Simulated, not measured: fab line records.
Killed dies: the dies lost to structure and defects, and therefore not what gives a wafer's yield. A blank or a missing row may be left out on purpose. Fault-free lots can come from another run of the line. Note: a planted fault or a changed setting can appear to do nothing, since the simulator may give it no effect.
fab line records	flow ritCmos
record: lots: 6	wafers: 18	lastDay: 7
route steps=202 shown REOX@99 NLDD@103 PLDD@114 SPACER@125 NSD@131 M1@202
lots that met no fault: taken from a fault-free run of the same line
startH: hours from the record's opening day to when the first of the lot's shown wafers began	waitH: hours elapsed since this lot's preceding step	" unchanged from the row above	L1.1+2: one row covering several wafers at once	- no value, or no start was given	* or withheld: withheld	< > ~ a bound
route shown NAME@n: names a module that has steps shown in the file, with the first one's number in the route	usual: mean/standard deviation of fault-free wafers	same: alike in all rows	chamber/n: place in a boat	sites: each site's reading	_std_site: standard deviation of those values	_edge_site: inner sites' mean taken away from outer sites' mean	radiusMm: how far each site lies from the wafer's centre	mask NAME#n: copy n	behind: the last tool/chamber to shape the wafer	hold: cause of the lot's hold/its duration in hours/its outcome	device: which transistor (n, p or np) failed to switch	end of line: tests run on the same wafers once the route is complete	a step given without rows: its recipe and nothing more	killed: count of dies lost to structure and defects at first sort (not the wafer's yield)	map: shows each die of a wafer: x if killed, . if not, _ if none is there
set.NAME: the setting that was run; set.NAME@STEP: the one run at that earlier step	model.NAME: the simulator's own value behind a step, which no gauge read
lots at selected steps of the route; one table per step, one row per wafer
services: from which hour (startH, from the record's first day; less than 0 if before it) a tool's chamber was out of use, for how many hours, and why
== steps ==
step: RIT_REOX_CLEAN_01
recipe: chemistry: dHF	dilution: 50:1	timeS: 30
step: RIT_REOX_CLEAN_02
recipe: chemistry: SC2	mix: 3:3:50	timeS: 600	tempC: 75	dry: n2Spin
step: RIT_REOX_OXIDATION_03
recipe: tempC: 900	ambient: O2	targetThkA: 252	oxTimeS: 5580
step: RIT_REOX_THK_MEAS_04
recipe: reads: SiO2_of_REOX_OXIDATION_03
usual: REOX_OXIDE_THK: 25.2/0.42
lot.wafer	tool	chamber	startH	waitH	REOX_OXIDE_THK[nm]
L784.3	filmMetro-01	-	72.10	0.0	25.2
L784.5	"	-	"	"	25.4
L784.6	"	-	"	"	25.3
L785.1	filmMetro-04	-	81.21	0.0	25.4
L785.4	"	-	"	"	25.4
L785.5	"	-	"	"	25.6
L796.2	filmMetro-01	-	132.79	0.0	24.9
L796.3	"	-	"	"	24.9
L796.6	"	-	"	"	25.4
L798.2	filmMetro-04	-	144.53	0.0	24.6
L798.3	"	-	"	"	24.6
L798.4	"	-	"	"	24.8
L799.3	filmMetro-04	-	149.01	0.0	24.9
L799.4	"	-	"	"	24.8
L799.6	"	-	"	"	24.9
L801.2	filmMetro-01	-	160.06	0.0	25.6
L801.3	"	-	"	"	25.2
L801.4	"	-	"	"	25.0
step: RIT_NLDD_HMDS_00
recipe: primeTimeS: 60	primeTempC: 140
step: RIT_NLDD_COAT_01
recipe: resist: NOVOLAK	spinRpm: 3250	resistThkNm: 1000
step: RIT_NLDD_SOFTBAKE_02
recipe: resist: NOVOLAK	tempC: 90	timeS: 60
step: RIT_NLDD_EXPOSE_03
recipe: maskId: M7	na: 0.57	targetCdNm: 40700	doseMj: 250
step: RIT_NLDD_PEB_04
recipe: resist: NOVOLAK	tempC: withheld	timeS: withheld
step: RIT_NLDD_DEVELOP_05
recipe: resist: NOVOLAK	developTimeS: 50	devTempC: 23
step: RIT_NLDD_OVL_MEAS_06
usual: NLDD_OVL: 1.4/1.3
lot.wafer	tool	chamber	startH	waitH	NLDD_OVL[nm]
L784.3	overlay-01	-	73.12	-	-0.3
L784.5	"	-	"	"	0.9
L784.6	"	-	"	"	-0.5
L785.1	overlay-02	-	82.24	-	1.0
L785.4	"	-	"	"	0.7
L785.5	"	-	"	"	1.5
L796.2	overlay-01	-	133.70	-	1.9
L796.3	"	-	"	"	2.1
L796.6	"	-	"	"	0.3
L798.2	overlay-02	-	145.65	-	2.2
L798.3	"	-	"	"	3.5
L798.4	"	-	"	"	2.1
L799.3	overlay-02	-	149.96	-	1.9
L799.4	"	-	"	"	2.8
L799.6	"	-	"	"	1.9
L801.2	overlay-02	-	160.98	-	1.3
L801.3	"	-	"	"	1.7
L801.4	"	-	"	"	1.1
step: RIT_NLDD_HARDBAKE_07
recipe: resist: NOVOLAK	tempC: 140	timeS: 60
step: RIT_NLDD_IMPLANT_08
recipe: species: P	energyKev: 20	doseCm2: 5e+14	tiltDeg: 7
usual: faradayCurrentUA: 1574/25	tiltDeg: 6.996/0.018
lot.wafer	tool	chamber	startH	waitH	faradayCurrentUA	tiltDeg
L784.3	implanter-01	0	73.35	0.1	1600	-0.015
L784.5	"	0	"	"	1602	0.011
L784.6	"	0	"	"	1584	-0.025
L785.1	implanter-01	0	82.43	0.1	1558	-0.003
L785.4	"	0	"	"	1520	0.010
L785.5	"	0	"	"	1529	-0.011
L796.2	implanter-02	0	133.90	0.1	1562	6.999
L796.3	"	0	"	"	1610	7.005
L796.6	"	0	"	"	1499	7.024
L798.2	implanter-02	0	145.86	0.1	1571	6.980
L798.3	"	0	"	"	1621	7.016
L798.4	"	0	"	"	1586	6.994
L799.3	implanter-04	0	150.18	0.1	1602	6.972
L799.4	"	0	"	"	1563	7.007
L799.6	"	0	"	"	1588	6.975
L801.2	implanter-01	0	161.18	0.1	1553	7.016
L801.3	"	0	"	"	1565	6.999
L801.4	"	0	"	"	1540	7.001
step: RIT_NLDD_STRIP_09
recipe: chemistry: O2	timeS: 180	resist: NOVOLAK	platenTempC: withheld	powerW: 500	pressureMtorr: 4000	o2FlowSccm: 4000
usual: drypumpMotorCurrentA: 5.8/0.32
lot.wafer	tool	chamber	startH	waitH	drypumpMotorCurrentA	rfHoursCounterH
L784.3	plasmaAsher-02	1	73.50	0.1	5.9	-
L784.5	"	0	"	"	5.9	-
L784.6	"	1	"	"	5.9	-
L785.1	plasmaAsher-04	0	82.58	0.1	5.8	44
L785.4	"	1	"	"	6.2	-
L785.5	"	0	"	"	5.8	-
L796.2	plasmaAsher-04	0	134.03	0.1	5.8	2
L796.3	"	0	"	"	5.8	-
L796.6	"	0	"	"	5.7	-
L798.2	plasmaAsher-03	0	145.98	0.1	5.6	50
L798.3	"	1	"	"	5.2	-
L798.4	"	0	"	"	5.5	-
L799.3	plasmaAsher-04	0	150.34	0.1	5.8	-
L799.4	"	1	"	"	6.2	-
L799.6	"	0	"	"	5.8	-
L801.2	plasmaAsher-03	0	161.31	0.1	5.6	51
L801.3	"	1	"	"	5.2	-
L801.4	"	0	"	"	5.6	-
step: RIT_NLDD_TW_MEAS_10
usual: NLDD_TW: 2479/22
lot.wafer	tool	chamber	startH	waitH	NLDD_TW
L784.3	filmMetro-04	-	73.64	0.1	2271
L784.5	"	-	"	"	2273
L784.6	"	-	"	"	2280
L785.1	filmMetro-02	-	82.75	0.1	2260
L785.4	"	-	"	"	2272
L785.5	"	-	"	"	2260
L796.2	filmMetro-04	-	134.21	0.1	2470
L796.3	"	-	"	"	2460
L796.6	"	-	"	"	2489
L798.2	filmMetro-03	-	146.17	0.1	2462
L798.3	"	-	"	"	2447
L798.4	"	-	"	"	2459
L799.3	filmMetro-03	-	150.48	0.1	2462
L799.4	"	-	"	"	2470
L799.6	"	-	"	"	2474
L801.2	filmMetro-02	-	161.49	0.1	2534
L801.3	"	-	"	"	2516
L801.4	"	-	"	"	2512
step: RIT_PLDD_HMDS_00
recipe: primeTimeS: 60	primeTempC: 140
step: RIT_PLDD_COAT_01
recipe: resist: NOVOLAK	spinRpm: 3250	resistThkNm: 1000
step: RIT_PLDD_SOFTBAKE_02
recipe: resist: NOVOLAK	tempC: 90	timeS: 60
step: RIT_PLDD_EXPOSE_03
recipe: maskId: M8	na: 0.57	targetCdNm: 40900	doseMj: 250
step: RIT_PLDD_PEB_04
recipe: resist: NOVOLAK	tempC: withheld	timeS: withheld
step: RIT_PLDD_DEVELOP_05
recipe: resist: NOVOLAK	developTimeS: 50	devTempC: 23
step: RIT_PLDD_OVL_MEAS_06
usual: PLDD_OVL: 0.7/1.3
lot.wafer	tool	chamber	startH	waitH	PLDD_OVL[nm]
L784.3	overlay-01	-	74.67	-	-0.7
L784.5	"	-	"	"	-1.6
L784.6	"	-	"	"	0.2
L785.1	overlay-01	-	83.91	-	-0.3
L785.4	"	-	"	"	-1.7
L785.5	"	-	"	"	0.6
L796.2	overlay-01	-	135.24	-	1.7
L796.3	"	-	"	"	0.9
L796.6	"	-	"	"	1.0
L798.2	overlay-02	-	147.07	-	-0.6
L798.3	"	-	"	"	-1.1
L798.4	"	-	"	"	-0.6
L799.3	overlay-01	-	151.48	-	-0.4
L799.4	"	-	"	"	0.9
L799.6	"	-	"	"	1.5
L801.2	overlay-01	-	162.40	-	-0.8
L801.3	"	-	"	"	0.4
L801.4	"	-	"	"	0.7
step: RIT_PLDD_HARDBAKE_07
recipe: resist: NOVOLAK	tempC: 140	timeS: 60
step: RIT_PLDD_IMPLANT_08
recipe: species: BF2	energyKev: 20	doseCm2: 9e+14	tiltDeg: 7
step: RIT_PLDD_STRIP_09
recipe: chemistry: O2	timeS: 180	resist: NOVOLAK	platenTempC: withheld	powerW: 500	pressureMtorr: 4000	o2FlowSccm: 4000
usual: drypumpMotorCurrentA: 5.7/0.51
lot.wafer	tool	chamber	startH	waitH	drypumpMotorCurrentA	rfHoursCounterH
L784.3	plasmaAsher-01	0	75.05	0.1	4.9	-
L784.5	"	0	"	"	4.9	-
L784.6	"	1	"	"	6.6	-
L785.1	plasmaAsher-01	1	84.25	0.1	6.6	30
L785.4	"	0	"	"	5.0	-
L785.5	"	0	"	"	4.9	-
L796.2	plasmaAsher-04	0	135.57	0.1	5.8	2
L796.3	"	0	"	"	5.7	-
L796.6	"	0	"	"	5.8	-
L798.2	plasmaAsher-04	0	147.40	0.1	5.7	3
L798.3	"	0	"	"	5.8	-
L798.4	"	1	"	"	6.2	-
L799.3	plasmaAsher-04	0	151.86	0.1	5.8	-
L799.4	"	1	"	"	6.2	-
L799.6	"	0	"	"	5.8	-
L801.2	plasmaAsher-04	0	162.73	0.1	5.7	5
L801.3	"	1	"	"	6.2	-
L801.4	"	0	"	"	5.8	-
step: RIT_PLDD_TW_MEAS_10
usual: PLDD_TW: 2333/24
lot.wafer	tool	chamber	startH	waitH	PLDD_TW
L784.3	filmMetro-04	-	75.19	0.1	2376
L784.5	"	-	"	"	2374
L784.6	"	-	"	"	2364
L785.1	filmMetro-02	-	84.42	0.1	2354
L785.4	"	-	"	"	2365
L785.5	"	-	"	"	2355
L796.2	filmMetro-03	-	135.76	0.1	2291
L796.3	"	-	"	"	2295
L796.6	"	-	"	"	2313
L798.2	filmMetro-03	-	147.59	0.1	2315
L798.3	"	-	"	"	2316
L798.4	"	-	"	"	2312
L799.3	filmMetro-02	-	152.00	0.1	2344
L799.4	"	-	"	"	2357
L799.6	"	-	"	"	2358
L801.2	filmMetro-03	-	162.91	0.1	2338
L801.3	"	-	"	"	2325
L801.4	"	-	"	"	2333
step: RIT_SPACER_CLEAN_00
recipe: chemistry: SC1	mix: 3:3:50	timeS: 600	tempC: 75
step: RIT_SPACER_CLEAN_01
recipe: chemistry: dHF	dilution: 50:1	timeS: 30
step: RIT_SPACER_CLEAN_02
recipe: chemistry: SC2	mix: 3:3:50	timeS: 600	tempC: 75	dry: n2Spin
step: RIT_SPACER_CVD_03
recipe: material: Si3N4	targetThkNm: 250	tempC: 810	precursor: SiH2Cl2/NH3	timeS: 3300	pressureMtorr: 300	sih2cl2FlowSccm: 60	nh3FlowSccm: 150
step: RIT_SPACER_THK_MEAS_04
recipe: reads: Si3N4_of_SPACER_CVD_03
usual: SPACER_NITRIDE_THK: 251.0/2.4
lot.wafer	tool	chamber	startH	waitH	SPACER_NITRIDE_THK[nm]
L784.3	filmMetro-02	-	77.66	0.0	250.4
L784.5	"	-	"	"	248.7
L784.6	"	-	"	"	249.7
L785.1	filmMetro-02	-	86.77	0.0	249.1
L785.4	"	-	"	"	248.1
L785.5	"	-	"	"	248.2
L796.2	filmMetro-02	-	138.14	0.0	247.9
L796.3	"	-	"	"	249.1
L796.6	"	-	"	"	250.5
L798.2	filmMetro-02	-	149.95	0.0	247.3
L798.3	"	-	"	"	247.5
L798.4	"	-	"	"	248.2
L799.3	filmMetro-04	-	154.38	0.0	250.5
L799.4	"	-	"	"	250.2
L799.6	"	-	"	"	252.0
L801.2	filmMetro-01	-	165.45	0.0	252.3
L801.3	"	-	"	"	253.4
L801.4	"	-	"	"	250.8
step: RIT_SPACER_ETCHBACK_05
recipe: targetDepthA: 2500	SF6_flow_sccm: 30	CHF3_flow_sccm: 30	target: Si3N4	chemistry: SF6/CHF3	pressureMtorr: 40	rfW: 250	timeS: 240	stopOn: SiO2
usual: drypumpMotorCurrentA: 5.6/0.58	oesProductAu: 0.846/0.012	rfFwdPowerW: 249.1/0.88	throttleValvePct: 10.32/0.15
lot.wafer	tool	chamber	startH	waitH	drypumpMotorCurrentA	oesProductAu	rfFwdPowerW	rfHoursCounterH	throttleValvePct
L784.3	rieDiel-01	1	77.70	0.0	5.2	0.844	248.1	151	10.22
L784.5	"	1	"	"	5.2	0.831	249.2	-	10.21
L784.6	"	0	"	"	4.7	0.849	248.3	-	10.50
L785.1	rieDiel-03	3	86.83	0.1	6.1	0.837	248.4	163	10.04
L785.4	"	2	"	"	5.6	0.845	248.6	3	10.26
L785.5	"	2	"	"	5.6	0.843	248.3	-	10.27
L796.2	rieDiel-01	2	138.19	0.0	5.7	0.840	248.0	8	10.12
L796.3	"	1	"	"	5.2	0.831	248.8	153	10.21
L796.6	"	1	"	"	5.2	0.837	248.9	-	10.20
L798.2	rieDiel-04	0	150.00	0.0	6.6	0.851	248.8	7	10.47
L798.3	"	1	"	"	4.8	0.818	248.3	71	10.26
L798.4	"	2	"	"	5.3	0.852	250.1	131	10.46
L799.3	rieDiel-03	1	154.42	0.0	5.3	0.846	250.8	21	10.48
L799.4	"	3	"	"	6.1	0.866	249.8	-	10.05
L799.6	"	1	"	"	5.3	0.857	249.7	-	10.47
L801.2	rieDiel-03	1	165.50	0.0	5.3	0.847	250.7	21	10.49
L801.3	"	2	"	"	5.6	0.860	248.4	5	10.27
L801.4	"	3	"	"	6.1	0.866	249.6	1	10.04
step: RIT_NSD_HMDS_00
recipe: primeTimeS: 60	primeTempC: 140
step: RIT_NSD_COAT_01
recipe: resist: NOVOLAK	spinRpm: 3250	resistThkNm: 1000
step: RIT_NSD_SOFTBAKE_02
recipe: resist: NOVOLAK	tempC: 90	timeS: 60
step: RIT_NSD_EXPOSE_03
recipe: maskId: M9	na: 0.57	targetCdNm: 40700	doseMj: 250
step: RIT_NSD_PEB_04
recipe: resist: NOVOLAK	tempC: withheld	timeS: withheld
step: RIT_NSD_DEVELOP_05
recipe: resist: NOVOLAK	developTimeS: 50	devTempC: 23
step: RIT_NSD_OVL_MEAS_06
usual: NSD_OVL: 0.1/1.3
lot.wafer	tool	chamber	startH	waitH	NSD_OVL[nm]
L784.3	overlay-01	-	78.72	-	-1.2
L784.5	"	-	"	"	-1.6
L784.6	"	-	"	"	0.4
L785.1	overlay-01	-	88.15	-	-0.2
L785.4	"	-	"	"	1.0
L785.5	"	-	"	"	0.8
L796.2	overlay-02	-	139.24	-	-2.1
L796.3	"	-	"	"	-1.8
L796.6	"	-	"	"	-3.0
L798.2	overlay-01	-	151.01	-	-0.3
L798.3	"	-	"	"	1.8
L798.4	"	-	"	"	0.0
L799.3	overlay-01	-	155.55	-	1.7
L799.4	"	-	"	"	1.4
L799.6	"	-	"	"	0.8
L801.2	overlay-02	-	166.64	-	-0.2
L801.3	"	-	"	"	-0.9
L801.4	"	-	"	"	-1.0
step: RIT_NSD_HARDBAKE_07
recipe: resist: NOVOLAK	tempC: 140	timeS: 60
step: RIT_NSD_IMPLANT_08
recipe: species: P	energyKev: 25	doseCm2: 1e+15	tiltDeg: 7
step: RIT_NSD_STRIP_09
recipe: chemistry: O2	timeS: 180	resist: NOVOLAK	platenTempC: withheld	powerW: 500	pressureMtorr: 4000	o2FlowSccm: 4000
usual: drypumpMotorCurrentA: 5.7/0.48
lot.wafer	tool	chamber	startH	waitH	drypumpMotorCurrentA	rfHoursCounterH
L784.3	plasmaAsher-03	0	79.10	0.1	5.5	-
L784.5	"	1	"	"	5.2	-
L784.6	"	0	"	"	5.5	-
L785.1	plasmaAsher-01	1	88.48	0.1	6.6	31
L785.4	"	0	"	"	4.9	-
L785.5	"	0	"	"	4.9	-
L796.2	plasmaAsher-02	0	139.57	0.1	5.9	53
L796.3	"	0	"	"	5.9	-
L796.6	"	1	"	"	5.9	-
L798.2	plasmaAsher-01	0	151.34	0.1	4.9	35
L798.3	"	1	"	"	6.6	-
L798.4	"	0	"	"	4.9	-
L799.3	plasmaAsher-02	0	155.94	0.1	5.9	-
L799.4	"	1	"	"	5.9	-
L799.6	"	0	"	"	5.8	-
L801.2	plasmaAsher-01	1	166.97	0.1	6.6	37
L801.3	"	1	"	"	6.5	-
L801.4	"	0	"	"	4.9	-
step: RIT_SDANNEAL_RS_MEAS_07
recipe: thkMeasGauge: four-point-probe
usual: NLDD_RS: 151.6/0.58
lot.wafer	tool	chamber	startH	waitH	NLDD_RS[ohm/sq]
L784.3	filmMetro-03	-	81.65	0.1	142.5
L784.5	"	-	"	"	142.6
L784.6	"	-	"	"	142.4
L785.1	filmMetro-02	-	91.05	0.1	142.4
L785.4	"	-	"	"	142.1
L785.5	"	-	"	"	142.3
L796.2	filmMetro-04	-	142.15	0.1	151.7
L796.3	"	-	"	"	151.5
L796.6	"	-	"	"	151.2
L798.2	filmMetro-03	-	153.88	0.1	152.0
L798.3	"	-	"	"	152.2
L798.4	"	-	"	"	152.2
L799.3	filmMetro-03	-	158.37	0.1	150.3
L799.4	"	-	"	"	150.5
L799.6	"	-	"	"	150.5
L801.2	filmMetro-03	-	169.57	0.1	151.2
L801.3	"	-	"	"	151.4
L801.4	"	-	"	"	151.7
step: RIT_M1_PROBE_99
usual: killed_at_M0_to_M3: 0.0/0.083	killedAtContacts: 0.1/0.3	killedAtFrontEnd: 6.9/2.9	killedDies: 7.0/2.9	killedOpen: 3.3/2	killedShort: 3.7/2
same: grossDies: 264	killed_at_M4_up: 0	killedAtBackSide: 0	killedAtOther: 0
lot.wafer	tool	chamber	startH	waitH	killed_at_M0_to_M3	killedAtContacts	killedAtFrontEnd	killedDies	killedOpen	killedShort	model.etest.nmosTurned.driveUaUm	model.etest.nmos_0p15.rOnOhmUm	model.etest.nmos_0p3.rOnOhmUm	model.etest.nmos_0p15.driveUaUm	model.etest.nmos_0p3.driveUaUm	model.etest.nmos_0p15.swingMvDec	model.etest.nmos_0p15.offLog10AUm	model.etest.retroEdgeNmos.offLog10AUm
L784.3	prober-01	-	88.58	0.2	0	0	2	2	0	2	526.9	1017	2053	526	235.5	87.66	-8.65	-8.498
L784.5	prober-01	-	88.68	0.2	0	0	6	6	1	5	522.1	1041	2068	520.7	235.9	87.48	-8.827	-8.757
L784.6	prober-01	-	88.73	0.2	0	0	5	5	2	3	513.3	1074	2123	506.6	228.5	88.05	-8.954	-8.782
L785.1	prober-02	-	98.65	0.1	0	0	14	14	7	7	526.2	1010	2051	524.6	230.8	87.64	-8.776	-8.659
L785.4	prober-02	-	98.80	0.2	0	0	6	6	2	4	522.9	1047	2079	522.4	233.1	87.65	-8.831	-8.648
L785.5	prober-02	-	98.85	0.2	1	0	12	13	6	7	518.1	1067	2120	516.9	231.3	87.36	-8.781	-8.705
L796.2	prober-02	-	149.38	0.1	0	0	7	7	2	5	353.8	1098	2068	494.9	239.1	85.9	-9.544	-9.435
L796.3	prober-02	-	149.43	0.2	0	0	6	6	1	5	347.7	1106	2128	491.5	231.7	86.01	-9.745	-9.521
L796.6	prober-02	-	149.58	0.2	0	0	7	7	4	3	338.2	1106	2109	485	236.6	85.67	-9.809	-9.784
L798.2	prober-01	-	160.98	0.1	0	0	5	5	3	2	335.4	1162	2199	469.7	224.4	86.22	-10.13	-9.962
L798.3	prober-01	-	161.03	0.2	0	0	4	4	2	2	334.5	1136	2184	465	220.7	86.65	-10.27	-10.18
L798.4	prober-01	-	161.08	0.2	0	0	8	8	4	4	335.2	1140	2187	471.5	220.8	86.67	-10.02	-9.833
L799.3	prober-02	-	166.04	0.2	0	0	5	5	3	2	351	1112	2121	478.4	232.6	85.76	-9.897	-9.779
L799.4	prober-02	-	166.09	0.2	0	2	9	11	3	8	365.8	1027	2025	502.1	240.1	85.41	-9.61	-9.386
L799.6	prober-02	-	166.19	0.2	0	0	7	7	1	6	353.6	1095	2087	482.9	233.8	85.63	-9.962	-9.854
L801.2	prober-02	-	176.60	0.1	0	1	6	7	6	1	323.8	1095	2148	493.7	228.2	86.3	-9.494	-9.396
L801.3	prober-02	-	176.65	0.2	0	0	9	9	6	3	325.6	1100	2152	483.2	231.4	85.83	-9.75	-9.527
L801.4	prober-02	-	176.70	0.2	0	0	5	5	3	2	327.1	1068	2132	478.7	225.9	85.92	-10	-9.904
killed by level:class
L784.3 FOX2:geometricParticle:short=1 SPACER:geometricParticle:short=1
L784.5 REOX:geometricParticle:short=2 SILICIDE:geometricParticle:short=2 FOX1:geometricParticle:short=1 FOX1:geometricParticle:open=1
L784.6 FOX1:geometricParticle:short=2 FOX2:geometricParticle:open=1 REOX:geometricParticle:open=1 SILICIDE:geometricParticle:short=1
L785.1 REOX:geometricParticle:short=3 GATE:geometricParticle:open=2 REOX:geometricParticle:open=2 FOX1:geometricParticle:short=1 FOX1:geometricParticle:open=1 FOX2:geometricParticle:open=1 GATE:geometricParticle:short=1 SPACER:geometricParticle:short=1
L785.4 GATE:geometricParticle:short=2 FOX2:geometricParticle:short=1 REOX:geometricParticle:short=1 REOX:geometricParticle:open=1 SILICIDE:geometricParticle:open=1
L785.5 GATE:geometricParticle:open=3 GATE:geometricParticle:short=3 REOX:geometricParticle:short=3 REOX:geometricParticle:open=3 M1:geometricParticle:short=1
L796.2 SILICIDE:geometricParticle:short=3 SPACER:geometricParticle:short=2 SPACER:geometricParticle:open=1 SILICIDE:geometricParticle:open=1
L796.3 SILICIDE:geometricParticle:short=3 FOX1:geometricParticle:short=1 FOX1:geometricParticle:open=1 FOX2:geometricParticle:short=1
L796.6 ACTIVE:geometricParticle:short=1 FOX1:geometricParticle:open=1 FOX1:geometricParticle:short=1 FOX2:geometricParticle:open=1 GATE:geometricParticle:short=1 GATE:geometricParticle:open=1 SPACER:geometricParticle:open=1
L798.2 GATE:geometricParticle:open=2 GATE:geometricParticle:short=1 REOX:geometricParticle:open=1 SILICIDE:geometricParticle:short=1
L798.3 GATE:geometricParticle:short=2 FOX1:geometricParticle:open=1 SPACER:geometricParticle:open=1
L798.4 GATE:geometricParticle:open=4 REOX:geometricParticle:short=2 FOX2:geometricParticle:short=1 GATE:geometricParticle:short=1
L799.3 GATE:geometricParticle:open=3 GATE:geometricParticle:short=1 SPACER:geometricParticle:short=1
L799.4 SPACER:geometricParticle:short=3 GATE:geometricParticle:short=2 GATE:geometricParticle:open=2 CONTACT:geometricParticle:short=2 REOX:geometricParticle:short=1 SPACER:geometricParticle:open=1
L799.6 GATE:geometricParticle:short=4 SPACER:geometricParticle:short=2 SPACER:geometricParticle:open=1
L801.2 GATE:geometricParticle:open=3 SPACER:geometricParticle:open=1 SILICIDE:geometricParticle:short=1 SILICIDE:geometricParticle:open=1 CONTACT:geometricParticle:open=1
L801.3 REOX:geometricParticle:open=3 GATE:geometricParticle:open=2 REOX:geometricParticle:short=2 FOX2:geometricParticle:short=1 SPACER:geometricParticle:open=1
L801.4 GATE:geometricParticle:open=2 SPACER:geometricParticle:short=2 REOX:geometricParticle:open=1
== services ==
tool	chamber	startH	hours	kind
implanter-02	-	55.73	3.2	repair
rieDiel-01	-	57.16	2.8	pm
implanter-04	-	59.67	3.0	repair
plasmaAsher-01	-	78.99	1.2	repair
rieDiel-03	3	90.54	-	clean
rieDiel-03	-	94.00	14.6	pm
plasmaAsher-04	-	100.62	2.8	pm
plasmaAsher-01	-	101.44	14.6	pm
plasmaAsher-02	-	103.31	2.4	repair
plasmaAsher-04	-	108.75	9.0	pm
plasmaAsher-04	0	108.75	9.0	ventCycle
plasmaAsher-04	1	108.75	9.0	ventCycle
plasmaAsher-04	0	117.75	-	clean
plasmaAsher-04	1	117.75	-	clean
plasmaAsher-04	-	126.64	2.2	repair
rieDiel-04	3	126.81	10.0	repair
rieDiel-01	3	134.77	19.6	repair
implanter-04	-	140.86	2.4	repair
rieDiel-01	2	146.90	9.8	repair
rieDiel-03	2	153.87	3.2	repair
implanter-02	-	153.94	5.0	repair
implanter-04	-	158.44	6.7	pm
plasmaAsher-04	-	166.23	7.6	repair
plasmaAsher-03	-	166.43	3.4	repair
== key ==
firstSign: step: RIT_NLDD_IMPLANT_08	reading: tiltDeg	direction: down	sigmas: 99+	usual: 6.996	struck: -0.005
effect: step: RIT_NLDD_TW_MEAS_10	reading: NLDD_TW	direction: down	sigmas: 9.4	usual: 2479	struck: 2269
effect: step: RIT_SDANNEAL_RS_MEAS_07	reading: NLDD_RS	direction: down	sigmas: 16	usual: 151.6	struck: 142.4
modelEffect: step: RIT_M1_PROBE_99	value: etest.nmosTurned.driveUaUm	without: 318.2	struck: 521.6
metAt RIT_NLDD_IMPLANT_08
struckWafers L784.3,L784.5,L784.6,L785.1,L785.4,L785.5
testerLeftOut L784,L785
fault: kind: processParameterDrift	tool: implanter-01	chamber: -	onsetH: 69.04	steps: RIT_NLDD_IMPLANT_08	channel: tiltDeg	offset: -7	shape: step	endH: 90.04	actsIn: theseRecipesOnly	stated: 7
testerLeftOut: of these lots the tester's yield and bins aren't shown, on N5 and GAA mostly nor the transistor test; their killed dies are dies lost to structure and defects alone, not to doping, threshold or leakage, so they don't give the yield
